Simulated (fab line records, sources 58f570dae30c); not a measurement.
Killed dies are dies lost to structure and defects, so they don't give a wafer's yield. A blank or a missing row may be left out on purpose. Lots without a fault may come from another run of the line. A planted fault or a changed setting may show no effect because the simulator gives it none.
Chamber matching | flow berkeley_cmos170 | UCB170_M2_ETCH_17 on rie_diel-03: 4 sister chambers
The step etches BARC in N2/H2. 8 wafers are shown with their chamber, then 7 later ones without.

WAFERS WITH THEIR CHAMBER
wafer  | chamber | throttle_valve_pct (%) | drypump_motor_current_A (A)
L858.2 | 1       | 13.45                  | 5.3
L861.5 | 3       | 13.20                  | 5.8
L861.6 | 2       | 13.06                  | 6.5
L862.3 | 2       | 13.06                  | 6.6
L862.5 | 0       | 13.55                  | 6.3
L862.6 | 3       | 13.19                  | 5.8
L863.2 | 0       | 13.55                  | 6.2
L863.3 | 1       | 13.44                  | 5.4

WAFERS WITHOUT THEIR CHAMBER
wafer  | throttle_valve_pct (%) | drypump_motor_current_A (A)
L863.4 | 13.08                  | 6.6
L864.1 | 13.06                  | 6.6
L864.3 | 13.58                  | 6.2
L864.6 | 13.56                  | 6.2
L876.2 | 13.18                  | 5.8
L876.3 | 13.06                  | 6.6
L876.4 | 13.44                  | 5.3

WHICH CHAMBER EACH WENT THROUGH
wafer  | from the rows above | in truth
L863.4 | 2                   | 2
L864.1 | 2                   | 2
L864.3 | 0                   | 0
L864.6 | 0                   | 0
L876.2 | 3                   | 3
L876.3 | 2                   | 2
L876.4 | 1                   | 1
Placed correctly: 7 of 7. Can't be placed from these rows: 0. Placed wrongly: 0.
How it was worked out, from the rows above alone: a wafer's distance from a chamber is the root of the sum, over the readings, of the square of ((its reading less the chamber's mean) divided by the reading's scatter). The wafer belongs to the nearest chamber; if the next one is less than 2 further off, it can't be placed. A chamber's mean is the mean of its shown wafers. The scatter: the root of (the sum of the squares of (reading less its chamber's mean) over the shown wafers, divided by (wafers less chambers)).
